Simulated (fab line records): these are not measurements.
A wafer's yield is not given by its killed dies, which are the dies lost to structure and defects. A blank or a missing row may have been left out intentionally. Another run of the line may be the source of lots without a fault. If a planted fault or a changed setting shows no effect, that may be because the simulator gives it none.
fab line records	flow ritCmos
record: lots: 15	wafers: 45	lastDay: 7
route steps=202 shown NLDD@109 NSD@137 M1@184
lots with no fault: from the same line, run without faults
startH: hours from the record's opening day to when the first of the lot's shown wafers began	waitH: time in hours since the lot's previous step	" identical to the entry in the row above	L1.1+2: one row covering several wafers at once	- value missing, or start not given	* or withheld: withheld	< > ~ a bound
route shown NAME@n: a module of which the file shows steps, and the number in the route of the first	usual: mean and standard deviation over wafers with no fault	same: alike in all rows	chamber/n: place in a boat	sites: readings site by site	_std_site: standard deviation across them	_edge_site: mean of outer sites minus mean of inner sites	radiusMm: for every site, how far away it sits from the centre of the wafer	mask NAME#n: copy n	behind: the most recent tool/chamber to have shaped the wafer	hold: cause of the lot's hold/its duration in hours/its outcome	device: which transistor (n, p or np) failed to switch	end of line: tests of these same wafers at the route's end	where a step has no rows: the recipe by itself	killed: at the first sort, the dies lost to defects and structure; wafer yield is something else	map: the dies of a wafer, with x for killed, . for not killed, _ for no die there
set.NAME: the setting that was run; set.NAME@STEP: the one run at that earlier step	model.NAME: the simulator's own value behind a step, which no gauge read
route steps across a sampled set of lots; one table per step, one row per wafer
services: from which hour (startH, from the record's first day; less than 0 if before it) a tool's chamber was out of use, for how many hours, and why
== steps ==
step: RIT_NLDD_OVL_MEAS_06
usual: NLDD_OVL: 1.4/1.4
lot.wafer	tool	chamber	startH	waitH	NLDD_OVL[nm]
L856.3	overlay-01	-	53.17	-	1.9
L856.4	"	-	"	"	2.5
L856.5	"	-	"	"	2.0
L857.1	overlay-02	-	60.77	-	3.3
L857.3	"	-	"	"	1.9
L857.4	"	-	"	"	4.7
L858.2	overlay-02	-	65.13	-	4.4
L858.3	"	-	"	"	2.0
L858.4	"	-	"	"	1.7
L859.1	overlay-01	-	69.96	-	1.6
L859.3	"	-	"	"	2.2
L859.5	"	-	"	"	1.6
L860.3	overlay-02	-	71.98	-	0.1
L860.4	"	-	"	"	-0.6
L860.6	"	-	"	"	1.8
L861.1	overlay-02	-	76.19	-	-0.6
L861.2	"	-	"	"	1.4
L861.3	"	-	"	"	0.8
L862.1	overlay-02	-	78.10	-	0.1
L862.4	"	-	"	"	0.7
L862.6	"	-	"	"	1.4
L863.1	overlay-02	-	82.98	-	0.6
L863.3	"	-	"	"	2.2
L863.5	"	-	"	"	-0.1
L864.1	overlay-01	-	90.67	-	1.1
L864.3	"	-	"	"	0.5
L864.4	"	-	"	"	1.2
L865.3	overlay-01	-	92.51	-	2.7
L865.5	"	-	"	"	2.3
L865.6	"	-	"	"	4.4
L866.3	overlay-01	-	97.76	-	1.1
L866.5	"	-	"	"	1.8
L866.6	"	-	"	"	3.8
L867.2	overlay-01	-	102.69	-	1.4
L867.3	"	-	"	"	0.4
L867.5	"	-	"	"	0.0
L872.4	overlay-01	-	127.55	-	2.4
L872.5	"	-	"	"	3.4
L872.6	"	-	"	"	2.4
L876.1	overlay-01	-	145.46	-	2.3
L876.3	"	-	"	"	1.1
L876.6	"	-	"	"	2.8
L878.1	overlay-01	-	155.84	-	2.5
L878.5	"	-	"	"	1.5
L878.6	"	-	"	"	1.6
step: RIT_NSD_OVL_MEAS_06
usual: NSD_OVL: -0.2/1.6
lot.wafer	tool	chamber	startH	waitH	NSD_OVL[nm]
L856.3	overlay-01	-	58.95	-	-2.1
L856.4	"	-	"	"	-0.1
L856.5	"	-	"	"	-1.0
L857.1	overlay-02	-	66.69	-	-2.2
L857.3	"	-	"	"	-1.1
L857.4	"	-	"	"	-2.0
L858.2	overlay-02	-	71.13	-	1.1
L858.3	"	-	"	"	1.0
L858.4	"	-	"	"	0.5
L859.1	overlay-02	-	75.72	-	-0.7
L859.3	"	-	"	"	-3.2
L859.5	"	-	"	"	-0.8
L860.3	overlay-01	-	78.01	-	3.8
L860.4	"	-	"	"	2.2
L860.6	"	-	"	"	2.6
L861.1	overlay-02	-	81.99	-	-1.7
L861.2	"	-	"	"	-3.1
L861.3	"	-	"	"	-1.1
L862.1	overlay-02	-	83.69	-	-1.1
L862.4	"	-	"	"	-0.4
L862.6	"	-	"	"	-0.3
L863.1	overlay-01	-	88.66	-	0.3
L863.3	"	-	"	"	0.2
L863.5	"	-	"	"	-1.0
L864.1	overlay-02	-	96.34	-	-1.4
L864.3	"	-	"	"	0.7
L864.4	"	-	"	"	0.3
L865.3	overlay-02	-	98.00	-	0.6
L865.5	"	-	"	"	-0.7
L865.6	"	-	"	"	-1.0
L866.3	overlay-01	-	103.25	-	1.7
L866.5	"	-	"	"	-1.5
L866.6	"	-	"	"	-0.4
L867.2	overlay-01	-	108.44	-	-0.5
L867.3	"	-	"	"	0.2
L867.5	"	-	"	"	-0.1
L872.4	overlay-02	-	132.90	-	-1.3
L872.5	"	-	"	"	-1.4
L872.6	"	-	"	"	-2.5
L876.1	overlay-02	-	151.07	-	0.9
L876.3	"	-	"	"	-1.1
L876.6	"	-	"	"	1.3
L878.1	overlay-01	-	161.67	-	1.0
L878.5	"	-	"	"	-3.7
L878.6	"	-	"	"	0.1
step: RIT_M1_SPUTTER_00
recipe: material: Al	targetThkNm: 400	powerW: 2000	chamberPressurePa: 0.4	gas: Ar	timeS: 500	substrateTempC: 25
usual: throttleValvePct: 30.1/1
lot.wafer	tool	chamber	startH	waitH	throttleValvePct
L856.3	pvdSputter-02	-	65.07	0.0	29.1
L856.4	"	-	"	"	30.3
L856.5	"	-	"	"	28.6
L857.1	pvdSputter-04	-	73.03	0.0	31.3
L857.3	"	-	"	"	29.2
L857.4	"	-	"	"	28.9
L858.2	pvdSputter-03	-	77.25	0.0	30.2
L858.3	"	-	"	"	29.7
L858.4	"	-	"	"	30.6
L859.1	pvdSputter-04	-	81.99	0.0	28.8
L859.3	"	-	"	"	31.9
L859.5	"	-	"	"	31.1
L860.3	pvdSputter-03	-	83.97	0.0	30.5
L860.4	"	-	"	"	29.9
L860.6	"	-	"	"	31.0
L861.1	pvdSputter-04	-	87.80	0.0	28.8
L861.2	"	-	"	"	30.8
L861.3	"	-	"	"	31.7
L862.1	pvdSputter-03	-	89.87	0.0	30.2
L862.4	"	-	"	"	30.7
L862.6	"	-	"	"	30.0
L863.1	pvdSputter-04	-	94.45	0.0	30.9
L863.3	"	-	"	"	29.0
L863.5	"	-	"	"	28.8
L864.1	pvdSputter-02	-	102.26	0.0	31.5
L864.3	"	-	"	"	29.0
L864.4	"	-	"	"	30.5
L865.3	pvdSputter-04	-	103.70	0.0	29.0
L865.5	"	-	"	"	28.8
L865.6	"	-	"	"	31.7
L866.3	pvdSputter-03	-	109.63	0.0	30.1
L866.5	"	-	"	"	29.9
L866.6	"	-	"	"	30.0
L867.2	pvdSputter-04	-	114.09	0.0	31.0
L867.3	"	-	"	"	29.0
L867.5	"	-	"	"	31.8
L872.4	pvdSputter-03	-	138.79	0.0	29.7
L872.5	"	-	"	"	30.1
L872.6	"	-	"	"	29.8
L876.1	pvdSputter-03	-	156.85	0.0	30.3
L876.3	"	-	"	"	30.9
L876.6	"	-	"	"	30.2
L878.1	pvdSputter-03	-	167.58	0.0	30.1
L878.5	"	-	"	"	30.1
L878.6	"	-	"	"	29.9
step: RIT_M1_CD_MEAS_09
recipe: targetCdNm: 2600
usual: cdNm: 2599.7/2.2
lot.wafer	tool	chamber	startH	waitH	cdNm
L856.3	cdSem-01	-	66.52	-	2600.4
L856.4	"	-	"	"	2600.7
L856.5	"	-	"	"	2601.6
L857.1	cdSem-01	-	74.43	-	2595.7
L857.3	"	-	"	"	2595.2
L857.4	"	-	"	"	2595.7
L858.2	cdSem-02	-	78.81	-	2603.1
L858.3	"	-	"	"	2603.8
L858.4	"	-	"	"	2602.9
L859.1	cdSem-01	-	83.35	-	2600.0
L859.3	"	-	"	"	2600.2
L859.5	"	-	"	"	2597.6
L860.3	cdSem-01	-	85.58	-	2599.2
L860.4	"	-	"	"	2599.4
L860.6	"	-	"	"	2600.7
L861.1	cdSem-01	-	89.16	-	2598.2
L861.2	"	-	"	"	2599.2
L861.3	"	-	"	"	2596.9
L862.1	cdSem-02	-	91.23	-	2599.5
L862.4	"	-	"	"	2599.8
L862.6	"	-	"	"	2600.5
L863.1	cdSem-02	-	95.81	-	2605.8
L863.3	"	-	"	"	2602.3
L863.5	"	-	"	"	2605.0
L864.1	cdSem-01	-	103.74	-	2600.6
L864.3	"	-	"	"	2598.4
L864.4	"	-	"	"	2598.9
L865.3	cdSem-01	-	105.33	-	2600.3
L865.5	"	-	"	"	2602.9
L865.6	"	-	"	"	2603.3
L866.3	cdSem-02	-	111.17	-	2599.5
L866.5	"	-	"	"	2599.6
L866.6	"	-	"	"	2598.5
L867.2	cdSem-01	-	115.59	-	2599.6
L867.3	"	-	"	"	2600.2
L867.5	"	-	"	"	2601.1
L872.4	cdSem-01	-	140.24	-	2597.2
L872.5	"	-	"	"	2598.9
L872.6	"	-	"	"	2596.7
L876.1	cdSem-01	-	158.33	-	2598.3
L876.3	"	-	"	"	2598.9
L876.6	"	-	"	"	2600.1
L878.1	cdSem-01	-	169.06	-	2601.8
L878.5	"	-	"	"	2599.5
L878.6	"	-	"	"	2599.2
step: RIT_M1_PROBE_99
usual: defectLimitedYield: 97.1/1.1	killed_at_M0_to_M3: 0.0/0.14	killedAtContacts: 0.1/0.29	killedAtFrontEnd: 7/3	killedDies: 8/3	killedOpen: 3.7/2	killedShort: 3.8/2.1	sort_bin_3_pad_short: 0.2/0.28	sort_bin_5_function: 1.6/0.88	sort_bin_6_memory: 1.1/0.67	sortNPass: 256/3	sortYieldPct: 97.1/1.1
same: grossDies: 264	killed_at_M4_up: 0	killedAtBackSide: 0	killedAtOther: 0
lot.wafer	tool	chamber	startH	waitH	defectLimitedYield[%]	killed_at_M0_to_M3	killedAtContacts	killedAtFrontEnd	killedDies	killedOpen	killedShort	sort_bin_3_pad_short[%]	sort_bin_5_function[%]	sort_bin_6_memory[%]	sortNPass	sortYieldPct[%]
L856.3	prober-02	-	70.32	0.2	98.5	0	1	3	4	2	2	0	1.1	0.4	260	98.5
L856.4	prober-02	-	70.37	0.2	96.6	0	1	8	9	6	3	0	2.7	0.8	255	96.6
L856.5	prober-02	-	70.42	0.2	97.7	0	0	6	6	5	1	0	1.9	0.4	258	97.7
L857.1	prober-01	-	77.08	0.1	97.3	0	1	6	7	2	5	0	1.5	1.1	257	97.3
L857.3	prober-01	-	77.18	0.2	99.2	0	0	2	2	0	2	0	0.4	0.4	262	99.2
L857.4	prober-01	-	77.23	0.2	96.6	0	0	9	9	6	3	0	2.7	0.8	255	96.6
L858.2	prober-02	-	81.50	0.1	98.5	0	0	4	4	2	2	0.4	0.8	0.4	260	98.5
L858.3	prober-02	-	81.55	0.2	98.5	0	0	4	4	1	3	0	1.1	0.4	260	98.5
L858.4	prober-02	-	81.60	0.2	96.2	0	0	10	10	5	5	0.4	1.9	1.5	254	96.2
L859.1	prober-01	-	86.13	0.1	97.7	0	0	6	6	2	4	0	1.5	0.8	258	97.7
L859.3	prober-01	-	86.23	0.2	98.9	1	0	2	3	1	2	0.4	0.4	0.4	261	98.9
L859.5	prober-01	-	86.33	0.2	97.0	0	0	8	8	6	2	0	1.5	1.5	256	97.0
L860.3	prober-02	-	88.29	0.2	96.6	0	0	9	9	4	5	0	2.3	1.1	255	96.6
L860.4	prober-02	-	88.34	0.2	97.0	0	0	8	8	7	1	0	1.1	1.9	256	97.0
L860.6	prober-02	-	88.44	0.2	95.1	0	0	13	13	6	7	0.4	2.3	2.3	251	95.1
L861.1	prober-01	-	91.85	0.1	97.7	0	1	5	6	5	1	0	0.8	1.5	258	97.7
L861.2	prober-01	-	91.90	0.1	98.9	0	0	3	3	3	0	0	1.1	0	261	98.9
L861.3	prober-01	-	91.95	0.2	97.7	0	0	6	6	4	2	0	1.1	1.1	258	97.7
L862.1	prober-02	-	93.92	0.1	96.2	0	0	10	10	7	3	0	2.3	1.5	254	96.2
L862.4	prober-02	-	94.07	0.2	98.5	0	0	4	4	2	2	0	1.5	0	260	98.5
L862.6	prober-02	-	94.17	0.2	98.1	0	0	5	5	3	2	0.4	1.1	0.4	259	98.1
L863.1	prober-01	-	98.50	0.1	97.3	0	0	7	7	2	5	0.8	1.1	0.8	257	97.3
L863.3	prober-01	-	98.60	0.2	82.2	36	0	11	47	3	8	4.2	11.0	2.7	217	82.2
L863.5	prober-01	-	98.70	0.2	97.3	0	0	7	7	5	2	0	2.7	0	257	97.3
L864.1	prober-02	-	106.42	0.1	97.3	0	0	7	7	3	4	0	0.4	2.3	257	97.3
L864.3	prober-02	-	106.52	0.2	97.0	0	0	8	8	3	5	0	1.5	1.5	256	97.0
L864.4	prober-02	-	106.57	0.2	97.3	0	0	7	7	5	2	0.4	1.1	1.1	257	97.3
L865.3	prober-01	-	108.77	0.2	81.1	41	0	9	50	3	6	6.8	10.6	1.5	214	81.1
L865.5	prober-01	-	108.87	0.2	96.2	0	0	10	10	5	5	0	2.7	1.1	254	96.2
L865.6	prober-01	-	108.92	0.2	97.0	0	0	8	8	4	4	0.8	1.9	0.4	256	97.0
L866.3	prober-02	-	113.89	0.2	97.3	0	0	7	7	3	4	0	2.3	0.4	257	97.3
L866.5	prober-02	-	113.99	0.2	95.8	0	0	11	11	8	3	0	3.0	1.1	253	95.8
L866.6	prober-02	-	114.04	0.2	98.1	0	0	5	5	3	2	0	1.5	0.4	259	98.1
L867.2	prober-01	-	118.30	0.1	96.6	0	0	9	9	4	5	0.8	1.5	1.1	255	96.6
L867.3	prober-01	-	118.35	0.2	80.3	46	0	6	52	3	3	5.3	11.7	2.7	212	80.3
L867.5	prober-01	-	118.45	0.2	94.7	0	0	14	14	5	9	0.8	1.5	3.0	250	94.7
L872.4	prober-02	-	143.11	0.2	95.8	0	1	10	11	4	7	0.8	1.9	1.5	253	95.8
L872.5	prober-02	-	143.16	0.2	95.5	0	0	12	12	4	8	0	3.4	1.1	252	95.5
L872.6	prober-02	-	143.21	0.2	94.7	0	0	14	14	6	8	0.4	2.3	2.7	250	94.7
L876.1	prober-02	-	160.98	0.1	98.1	0	0	5	5	3	1	0	1.1	0.8	259	98.1
L876.3	prober-02	-	161.08	0.2	98.9	0	0	3	3	2	1	0	0	1.1	261	98.9
L876.6	prober-02	-	161.23	0.2	98.1	0	0	5	5	1	3	0.4	1.1	0.4	259	98.1
L878.1	prober-02	-	171.72	0.1	97.7	0	0	6	6	4	2	0.4	0.8	1.1	258	97.7
L878.5	prober-02	-	171.92	0.2	96.2	0	0	10	10	4	6	0	3.0	0.8	254	96.2
L878.6	prober-02	-	171.97	0.2	97.3	0	1	6	7	2	5	0.8	1.9	0	257	97.3
killed by level:class
L856.3 FOX1:geometricParticle:open=1 SPACER:geometricParticle:short=1 SILICIDE:geometricParticle:open=1 CONTACT:geometricParticle:short=1
L856.4 SPACER:geometricParticle:open=3 GATE:geometricParticle:short=2 FOX1:geometricParticle:open=1 FOX2:geometricParticle:open=1 SPACER:geometricParticle:short=1 CONTACT:geometricParticle:open=1
L856.5 FOX1:geometricParticle:open=2 SPACER:geometricParticle:open=2 FOX2:geometricParticle:open=1 SILICIDE:geometricParticle:short=1
L857.1 SPACER:geometricParticle:short=2 FOX2:geometricParticle:open=1 GATE:geometricParticle:short=1 REOX:geometricParticle:short=1 SPACER:geometricParticle:open=1 CONTACT:geometricParticle:short=1
L857.3 GATE:geometricParticle:short=1 REOX:geometricParticle:short=1
L857.4 FOX1:geometricParticle:open=2 FOX1:geometricParticle:short=2 GATE:geometricParticle:open=2 REOX:geometricParticle:open=2 SPACER:geometricParticle:short=1
L858.2 SILICIDE:geometricParticle:open=2 SILICIDE:geometricParticle:short=2
L858.3 GATE:geometricParticle:short=2 GATE:geometricParticle:open=1 SILICIDE:geometricParticle:short=1
L858.4 FOX1:geometricParticle:open=4 REOX:geometricParticle:short=3 FOX1:geometricParticle:short=2 GATE:geometricParticle:open=1
L859.1 SILICIDE:geometricParticle:short=2 FOX1:geometricParticle:short=1 GATE:geometricParticle:open=1 REOX:geometricParticle:open=1 SPACER:geometricParticle:short=1
L859.3 FOX1:geometricParticle:open=1 SPACER:geometricParticle:short=1 M1:geometricParticle:short=1
L859.5 FOX2:geometricParticle:open=2 GATE:geometricParticle:open=2 SPACER:geometricParticle:open=2 FOX1:geometricParticle:short=1 SPACER:geometricParticle:short=1
L860.3 GATE:geometricParticle:short=3 FOX1:geometricParticle:open=2 FOX1:geometricParticle:short=1 FOX2:geometricParticle:open=1 SILICIDE:geometricParticle:open=1 SILICIDE:geometricParticle:short=1
L860.4 GATE:geometricParticle:open=3 REOX:geometricParticle:open=2 FOX1:geometricParticle:open=1 SILICIDE:geometricParticle:open=1 SILICIDE:geometricParticle:short=1
L860.6 FOX1:geometricParticle:short=3 SILICIDE:geometricParticle:open=3 ACTIVE:geometricParticle:short=2 FOX1:geometricParticle:open=1 FOX2:geometricParticle:open=1 FOX2:geometricParticle:short=1 GATE:geometricParticle:short=1 GATE:geometricParticle:open=1
L861.1 REOX:geometricParticle:open=2 FOX1:geometricParticle:open=1 FOX2:geometricParticle:open=1 SILICIDE:geometricParticle:short=1 CONTACT:geometricParticle:open=1
L861.2 FOX2:geometricParticle:open=1 GATE:geometricParticle:open=1 SPACER:geometricParticle:open=1
L861.3 FOX2:geometricParticle:open=3 FOX1:geometricParticle:short=1 GATE:geometricParticle:open=1 REOX:geometricParticle:short=1
L862.1 FOX1:geometricParticle:open=2 REOX:geometricParticle:short=2 SILICIDE:geometricParticle:open=2 FOX1:geometricParticle:short=1 FOX2:geometricParticle:open=1 GATE:geometricParticle:open=1 SPACER:geometricParticle:open=1
L862.4 SPACER:geometricParticle:open=2 GATE:geometricParticle:short=1 REOX:geometricParticle:short=1
L862.6 FOX1:geometricParticle:short=1 GATE:geometricParticle:open=1 REOX:geometricParticle:open=1 SPACER:geometricParticle:short=1 SPACER:geometricParticle:open=1
L863.1 FOX1:geometricParticle:short=3 GATE:geometricParticle:short=2 GATE:geometricParticle:open=1 STARTING-WAFER:geometricParticle:open=1
L863.3 M1:unspecified=36 FOX1:geometricParticle:short=3 GATE:geometricParticle:short=3 FOX1:geometricParticle:open=2 REOX:geometricParticle:short=2 SILICIDE:geometricParticle:open=1
L863.5 FOX1:geometricParticle:short=2 GATE:geometricParticle:open=2 FOX1:geometricParticle:open=1 REOX:geometricParticle:open=1 SPACER:geometricParticle:open=1
L864.1 SPACER:geometricParticle:short=4 GATE:geometricParticle:open=2 SPACER:geometricParticle:open=1
L864.3 FOX2:geometricParticle:open=2 REOX:geometricParticle:short=2 FOX2:geometricParticle:short=1 GATE:geometricParticle:short=1 SPACER:geometricParticle:open=1 SPACER:geometricParticle:short=1
L864.4 GATE:geometricParticle:open=4 REOX:geometricParticle:short=1 SPACER:geometricParticle:open=1 SILICIDE:geometricParticle:short=1
L865.3 M1:unspecified=41 FOX1:geometricParticle:short=3 GATE:geometricParticle:short=3 GATE:geometricParticle:open=2 REOX:geometricParticle:open=1
L865.5 SILICIDE:geometricParticle:short=3 GATE:geometricParticle:open=2 SILICIDE:geometricParticle:open=2 FOX1:geometricParticle:short=1 FOX1:geometricParticle:open=1 REOX:geometricParticle:short=1
L865.6 GATE:geometricParticle:open=3 SILICIDE:geometricParticle:short=2 FOX1:geometricParticle:short=1 FOX1:geometricParticle:open=1 REOX:geometricParticle:short=1
L866.3 GATE:geometricParticle:short=2 GATE:geometricParticle:open=2 FOX2:geometricParticle:short=1 SPACER:geometricParticle:open=1 SILICIDE:geometricParticle:short=1
L866.5 SILICIDE:geometricParticle:open=3 FOX1:geometricParticle:open=2 FOX2:geometricParticle:open=1 FOX2:geometricParticle:short=1 REOX:geometricParticle:short=1 REOX:geometricParticle:open=1 SPACER:geometricParticle:open=1 SILICIDE:geometricParticle:short=1
L866.6 FOX1:geometricParticle:short=2 REOX:geometricParticle:open=2 SILICIDE:geometricParticle:open=1
L867.2 FOX2:geometricParticle:open=2 SPACER:geometricParticle:short=2 FOX1:geometricParticle:short=1 GATE:geometricParticle:open=1 GATE:geometricParticle:short=1 REOX:geometricParticle:short=1 SPACER:geometricParticle:open=1
L867.3 M1:unspecified=46 FOX1:geometricParticle:short=1 GATE:geometricParticle:open=1 REOX:geometricParticle:short=1 REOX:geometricParticle:open=1 SPACER:geometricParticle:short=1 SILICIDE:geometricParticle:open=1
L867.5 GATE:geometricParticle:short=4 REOX:geometricParticle:open=3 REOX:geometricParticle:short=2 SPACER:geometricParticle:open=2 SILICIDE:geometricParticle:short=2 FOX2:geometricParticle:short=1
L872.4 GATE:geometricParticle:short=6 GATE:geometricParticle:open=1 REOX:geometricParticle:open=1 REOX:geometricParticle:short=1 SPACER:geometricParticle:open=1 CONTACT:geometricParticle:open=1
L872.5 GATE:geometricParticle:short=4 FOX2:geometricParticle:open=2 FOX2:geometricParticle:short=2 FOX1:geometricParticle:open=1 FOX1:geometricParticle:short=1 GATE:geometricParticle:open=1 SPACER:geometricParticle:short=1
L872.6 GATE:geometricParticle:short=4 GATE:geometricParticle:open=3 REOX:geometricParticle:short=2 SPACER:geometricParticle:short=2 FOX2:geometricParticle:open=1 REOX:geometricParticle:open=1 SPACER:geometricParticle:open=1
L876.1 GATE:geometricParticle:open=2 GATE:geometricParticle:short=1 REOX:geometricParticle:open=1 NWELL:coatMicrobubblePrinted=1
L876.3 FOX1:geometricParticle:open=2 GATE:geometricParticle:short=1
L876.6 FOX2:geometricParticle:short=2 GATE:geometricParticle:open=1 SILICIDE:geometricParticle:short=1 NWELL:coatMicrobubblePrinted=1
L878.1 SILICIDE:geometricParticle:open=2 FOX1:geometricParticle:open=1 FOX2:geometricParticle:short=1 REOX:geometricParticle:short=1 SPACER:geometricParticle:open=1
L878.5 REOX:geometricParticle:short=3 GATE:geometricParticle:open=2 FOX1:geometricParticle:short=1 FOX2:geometricParticle:short=1 REOX:geometricParticle:open=1 SILICIDE:geometricParticle:open=1 SILICIDE:geometricParticle:short=1
L878.6 GATE:geometricParticle:short=2 FOX1:geometricParticle:short=1 GATE:geometricParticle:open=1 REOX:geometricParticle:short=1 SILICIDE:geometricParticle:open=1 CONTACT:geometricParticle:short=1
== services ==
tool	chamber	startH	hours	kind
pvdSputter-02	-	60.30	2.8	repair
pvdSputter-02	-	73.40	5.4	repair
pvdSputter-04	-	74.58	2.1	repair
== key ==
firstSign: step: RIT_M1_PROBE_99	reading: killed_at_M0_to_M3	direction: up	sigmas: 41	usual: 0.0	struck: 41
effect: step: RIT_M1_PROBE_99	reading: sortYieldPct	direction: down	sigmas: 14	usual: 97.1	struck: 81.2
metAt RIT_M1_SPUTTER_00
struckLots L863,L865,L867
struckWafers L863.3,L865.3,L867.3
notActingAt RIT_NLDD_OVL_MEAS_06,RIT_NSD_OVL_MEAS_06,RIT_M1_CD_MEAS_09
onsetBetween 81.99 94.45
fault: kind: chamberParticleSource	tool: pvdSputter-04	chamber: -	onsetH: 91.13	steps: RIT_M1_SPUTTER_00	ratePerVisitCm2: 2.1517	endH: 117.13	scope: struckWafersOnly
